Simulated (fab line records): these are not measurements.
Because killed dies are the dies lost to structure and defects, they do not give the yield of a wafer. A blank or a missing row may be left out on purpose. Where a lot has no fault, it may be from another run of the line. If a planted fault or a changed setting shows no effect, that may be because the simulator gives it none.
A lot that was struck, set against a sound lot ; flow rit-cmos ; 18 steps out of a route of 202
Sound: these wafers, L564.4, L564.5, L564.6. Wafers struck: L569.1, L569.4, L569.6. The cause is given at the end.
Order at every step that has rows: each side's tool, ch and its chambers, its first start. Under that, the readings that differ: sound wafers ; struck wafers ; difference of the means ; sigmas: that difference in standard deviations of wafers without a fault.
alike: words and numbers the same on both sides, and readings whose means are apart by under 2 such deviations; not compared: readings that were withheld, readings missing a value for some wafer, numbers with overlapping values and no deviation given by the record, and bounds like >300 which may hide the same value.
The two part at a step that has a row with sigmas, a row that says differs or no value, or rows on one side only. Numbers that don't overlap but have no deviation are shown without sigmas and don't part them. Lack of a reading on every wafer of one side parts them only where that side has two or more wafers.

first, 4 steps without rows for these wafers: RIT_NLDD_SOFTBAKE_02 (time 60 s); RIT_NLDD_EXPOSE_03 (exposes mask M7, target cd 40700 nm); RIT_NLDD_PEB_04; RIT_NLDD_DEVELOP_05 (develop time 47.73 s).
RIT_NLDD_OVL_MEAS_06:
  sound: overlay-02 at day 3 23:28; struck: overlay-02 at day 4 23:41
  alike: NLDD_OVL
then, 2 steps without rows for these wafers: RIT_NLDD_HARDBAKE_07 (time 60 s); RIT_NLDD_IMPLANT_08.
RIT_NLDD_STRIP_09: strips in O2, time 180 s.
  sound on plasma-asher-02 ch 0,1, day 3 23:51; struck on plasma-asher-02 ch 0,1, day 5 00:02
  alike: drypump-motor-current-A
  not compared: rf-hours-counter-h
RIT_NLDD_TW_MEAS_10:
  sound: film-metro-02 at day 4 00:00; struck: film-metro-02 at day 5 00:12
  alike: NLDD_TW
then, 3 steps without rows for these wafers: RIT_PLDD_HMDS_00 (prime time 60 s); RIT_PLDD_COAT_01 (resist thk 1000 nm); RIT_PLDD_SOFTBAKE_02 (time 60 s).
RIT_PLDD_EXPOSE_03: exposes mask M8, target cd 40900 nm.
  sound on iline-stepper-02 ch 0, day 4 00:40; struck on iline-stepper-01 ch 0, day 5 00:50
reading;sound;struck;difference;sigmas
model.PLDD.overlay-x-nm (nm);0.4141 0.4141 0.4141;-149.7 -149.7 -149.7;-150.1;
  alike: mask
then, 2 steps without rows for these wafers: RIT_PLDD_PEB_04; RIT_PLDD_DEVELOP_05 (develop time 50 s).
RIT_PLDD_OVL_MEAS_06:
  sound: overlay-02 at day 4 01:01; struck: overlay-01 at day 5 01:14
reading;sound;struck;difference;sigmas
PLDD_OVL (nm);-0.3 -0.2 -0.9;-151.8 -152.4 -153.6;-152.1;-99 or more
then, 1 step without rows for these wafers: RIT_PLDD_HARDBAKE_07 (time 60 s).
RIT_M1_PROBE_99:
  sound: prober-02 at day 4 15:24; struck: prober-01 at day 5 16:06
reading;sound;struck;difference;sigmas
model.etest.pldd.width-nm (nm);3208 3200 3187;3095 3124 3129;-82;
  alike: killed-at-contacts, killed-at-front-end, killed-dies, killed-open, killed-short

WHERE THEY PART
Within this record, at RIT_PLDD_OVL_MEAS_06 only. Later steps at which nothing parts them and some readings are alike: RIT_M1_PROBE_99.

WHY: whatever the simulator had introduced
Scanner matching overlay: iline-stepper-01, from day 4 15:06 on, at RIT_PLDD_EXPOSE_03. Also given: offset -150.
